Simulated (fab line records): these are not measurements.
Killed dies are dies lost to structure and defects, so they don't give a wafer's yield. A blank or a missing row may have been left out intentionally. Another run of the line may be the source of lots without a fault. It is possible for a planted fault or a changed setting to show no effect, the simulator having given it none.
A struck lot beside a sound one -- flow ritCmos -- 19 steps out of a route of 202
Sound: the wafers L775.2, L775.5, L775.6. Wafers struck: L787.1, L787.2, L787.3. The cause is named last.
Each step with rows lists, per side, the tool, then ch with its chambers, then its first start. Under that, the readings that differ: sound wafers -- struck wafers -- difference of the means -- sigmas: that difference in standard deviations of wafers without a fault.
alike: a reading whose means differ by less than 2 such deviations, as well as words and numbers matching on both sides. not compared: withheld readings; readings where some wafer has no value; bounds like >300 that might hide an equal value; numbers whose values overlap and for which the record gives no deviation.
Wherever a step has rows on one side only, a row that says differs or no value, or a row with sigmas, the two part there. Non-overlapping numbers with no deviation appear without sigmas and do not part them. A reading missing from all wafers of one side parts the sides only when that side holds two or more wafers.

first, 1 step without rows for these wafers: RIT_SILICIDE_WET_ETCH_00 (etches SiO2 in BOE, target depth 14 nm, time 15 s).
RIT_SILICIDE_SPUTTER_01: material Ti, target thk 30 nm, time 240 s.
  sound on pvdSputter-02, day 3 13:22; struck on pvdSputter-02, day 6 06:14
  alike: substrateTempC, throttleValvePct
RIT_SILICIDE_RS_MEAS_02: measurement is done with a four-point probe.
  sound on filmMetro-02, day 3 13:32; struck on filmMetro-03, day 6 06:23
reading,sound,struck,difference,sigmas
SILICIDE_TI_RS (ohm/sq),47.2 48.0 47.2,48.8 49.2 48.9,+1.5,+2
RIT_SILICIDE_THK_MEAS_03: measures by xrf.
  sound on filmMetro-02, day 3 13:39; struck on filmMetro-03, day 6 06:30
  alike: SILICIDE_TI_THK
RIT_SILICIDE_RTA_04: time 10 s, ramp up 5 s, ramp down 5 s.
  sound on rtpAnneal-02 ch 0, day 3 13:43; struck on rtpAnneal-02 ch 0, day 6 06:34
  alike: wafer_temp_C_max
then, 1 step without rows for these wafers: RIT_SILICIDE_WET_ETCH_05 (etches Ti in SPM, time 120 s).
RIT_SILICIDE_RTA_06: time 10 s, ramp up 5 s, ramp down 10 s.
  sound on rtpAnneal-01 ch 0, day 3 13:49; struck on rtpAnneal-01 ch 0, day 6 06:40
  alike: wafer_temp_C_max
RIT_CONTACT_CVD_00: deposits SiO2 from TEOS, target thk 400 nm, time 61 s.
  sound on pecvd-04 ch 0,1, day 3 13:52; struck on pecvd-04 ch 0,1,2, day 6 06:44
  alike: heaterPowerW
  not compared: sinceWetCleanH
RIT_CONTACT_THK_MEAS_01:
  sound on filmMetro-03, day 3 13:56; struck on filmMetro-04, day 6 06:47
  alike: CONTACT_TEOS_THK
then, 3 steps without rows for these wafers: RIT_CONTACT_HMDS_02 (prime time 60 s); RIT_CONTACT_COAT_03 (resist thk 1000 nm); RIT_CONTACT_SOFTBAKE_04 (time 60 s).
RIT_CONTACT_EXPOSE_05: exposes mask M11, target cd 1000 nm.
  sound on ilineStepper-02 ch 0, day 3 14:27; struck on ilineStepper-02 ch 0, day 6 07:22
reading,sound,struck,difference,sigmas
model.CONTACT.overlayXNm (nm),1.081 1.081 1.081,314.5 314.5 314.5,+313.4,
  alike: mask, exposureDoseMJCm2, stageVelMmS
then, 2 steps without rows for these wafers: RIT_CONTACT_PEB_06; RIT_CONTACT_DEVELOP_07 (develop time 120 s).
RIT_CONTACT_CD_MEAS_08: the cd target is 1000 nm.
  sound on cdSem-02, day 3 14:58; struck on cdSem-01, day 6 07:53
reading,sound,struck,difference,sigmas
cdNm (nm),1003.1 1002.5 1004.0,999.0 998.0 999.6,-4.3,-2
RIT_CONTACT_OVL_MEAS_09:
  sound on overlay-02, day 3 15:05; struck on overlay-01, day 6 08:00
reading,sound,struck,difference,sigmas
CONTACT_OVL (nm),-1.1 0.3 -0.5,316.3 316.0 316.5,+316.7,+99 or more
then, 1 step without rows for these wafers: RIT_CONTACT_HARDBAKE_10 (time 60 s).
RIT_M1_PROBE_99:
  sound on prober-01, day 3 20:20; struck on prober-02, day 6 13:13
reading,sound,struck,difference,sigmas
model.etest.nmos_0p15.junctionLog10AUm,-13.65 -13.44 -13.46,-10.12 -10.3 -10.74,+3.13,
model.etest.nmosNarrow.offLog10AUm,-13.16 -13.21 -13.08,-10.12 -10.3 -10.74,+2.76,
model.etest.nmos_0p3.offLog10AUm,-12.96 -13.04 -12.97,-10.12 -10.3 -10.74,+2.60,
model.etest.gateEndArray.leakLog10AUm,-12.89 -12.83 -12.73,-9.912 -10.13 -10.55,+2.619,
model.etest.pmos_0p15.junctionLog10AUm,-13.71 -13.79 -13.83,-11.12 -11.3 -11.74,+2.39,
model.etest.contactDiodeArray.leakLog10A (angstrom),-9.485 -9.709 -9.396,-6.625 -6.982 -7.533,+2.483,
model.etest.pmos_0p3.offLog10AUm,-12.81 -12.92 -12.88,-11.11 -11.29 -11.7,+1.50,
model.etest.selectEdgeDiodeN.leakLog10A (angstrom),-9.88 -9.832 -9.579,-8.188 -8.354 -8.808,+1.314,
  alike: killedAtContacts, killedAtFrontEnd, killedDies, killedOpen, killedShort

== WHERE THEY PART ==
Earliest at RIT_SILICIDE_RS_MEAS_02; latest, in this record, at RIT_CONTACT_OVL_MEAS_09. Later steps at which nothing parts them and some readings are alike: RIT_M1_PROBE_99.

WHY: what the simulator had put in
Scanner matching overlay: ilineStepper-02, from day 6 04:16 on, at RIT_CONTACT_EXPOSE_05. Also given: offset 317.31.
